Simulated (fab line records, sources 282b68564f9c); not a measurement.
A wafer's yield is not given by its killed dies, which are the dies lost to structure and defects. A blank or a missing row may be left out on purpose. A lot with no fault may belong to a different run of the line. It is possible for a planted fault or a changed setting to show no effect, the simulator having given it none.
The tool behind it: which one? + flow ritCmos + route of 202 steps, sampled at 1 step: 14 lots, 42 wafers

== WHAT THE GAUGES READ, wafer by wafer ==
The record lacks any reading of a measuring or inspecting step that a usual standard deviation could be used to judge.

== TOOL THAT RAN EACH LOT (tool first, then ch and the chambers of the sampled wafers, then the start) ==
| lot  | RIT_ACTIVE_OXIDATION_01      |
|------|------------------------------|
| L582 | furnace-04 ch 0, day 1 16:02 |
| L584 | furnace-04 ch 0, day 2 01:07 |
| L585 | furnace-01 ch 0, day 2 06:32 |
| L586 | furnace-01 ch 0, day 2 11:07 |
| L587 | furnace-04 ch 0, day 2 16:07 |
| L588 | furnace-03 ch 0, day 2 21:07 |
| L590 | furnace-01, day 3 07:07      |
| L591 | furnace-04, day 3 12:07      |
| L598 | furnace-03 ch 0, day 4 23:29 |
| L599 | furnace-04 ch 0, day 5 04:37 |
| L600 | furnace-04 ch 0, day 5 09:37 |
| L601 | furnace-01 ch 0, day 5 14:38 |
| L602 | furnace-03 ch 0, day 5 19:07 |
| L603 | furnace-04 ch 0, day 6 00:55 |
- RIT_ACTIVE_OXIDATION_01: target thk 46.8 nm, ox time 3360 s.

== AS READ BY THE TOOLS THEMSELVES (means over the sampled wafers that have a number; for cases with no such wafer, the mark the record gives instead) ==
RIT_ACTIVE_OXIDATION_01. Usual: oxTempC 999.9 C, standard deviation 0.41; oxTempCMax 1005.5, standard deviation 2; spikeTcSourceC 1023.2 C, standard deviation 1; zonePowerCentrePct 49 %, standard deviation 3.3; zonePowerLoadPct 32.7 %, standard deviation 2.
| lot  | tool       | oxTempC (C) | oxTempCMax | spikeTcSourceC (C) | zonePowerCentrePct (%) | zonePowerLoadPct (%) | flag |
|------|------------|-------------|------------|--------------------|------------------------|----------------------|------|
| L582 | furnace-04 | 1000.0      | 1005.4     | 1023.4             | 53                     | 34.3                 |      |
| L584 | furnace-04 | 1000.2      | 1006.0     | 1023.9             | 52                     | 34.1                 |      |
| L585 | furnace-01 | 999.7       | 1008.6     | 1022.8             | 49                     | 33.9                 |      |
| L586 | furnace-01 | 999.9       | 1008.9     | 1023.5             | 48                     | 33.9                 |      |
| L587 | furnace-04 | 1000.0      | 1005.3     | 1023.6             | 53                     | 33.7                 |      |
| L588 | furnace-03 | 999.5       | 1002.9     | 1022.7             | 45                     | 29.7                 |      |
| L590 | furnace-01 | -           | -          | -                  | -                      | -                    | OFF  |
| L591 | furnace-04 | -           | -          | -                  | -                      | -                    | OFF  |
| L598 | furnace-03 | 1000.0      | 1003.4     | 1023.5             | 45                     | 29.6                 |      |
| L599 | furnace-04 | 1000.1      | 1005.3     | 1023.1             | 53                     | 34.3                 |      |
| L600 | furnace-04 | 1000.2      | 1004.7     | 1022.5             | 53                     | 34.4                 |      |
| L601 | furnace-01 | 999.9       | 1008.2     | 1023.6             | 48                     | 33.7                 |      |
| L602 | furnace-03 | 1000.3      | 1004.6     | 1022.7             | 45                     | 29.5                 |      |
| L603 | furnace-04 | 1000.0      | 1005.5     | 1023.6             | 53                     | 33.9                 |      |

== THE ANSWER, worked out from the rows above alone ==
Rule: take the mean of a lot's wafers that have a number; if it is more than 3 standard deviations from the usual mean, the lot is off. A lot without any number at a reading at which 4 lots or more have one is off too. The other lots that the step has rows for count as sound. Order of review: gauges by route order, followed by the tools' own readings, for which a lot's mean as printed above is used. The first step at which some lot is off is used, and at that step the reading that is off furthest; a lot without a number counts as furthest.
Off: L590, L591, at RIT_ACTIVE_OXIDATION_01 (oxTempC). Without a number there: L590, L591.
If a tool, at that step or one of the process steps before it, ran each lot that is off and ran no sound lot following the first of them, it fits. Not one of the candidates tried fits.

== WHAT WAS PUT IN BY THE SIMULATOR ==
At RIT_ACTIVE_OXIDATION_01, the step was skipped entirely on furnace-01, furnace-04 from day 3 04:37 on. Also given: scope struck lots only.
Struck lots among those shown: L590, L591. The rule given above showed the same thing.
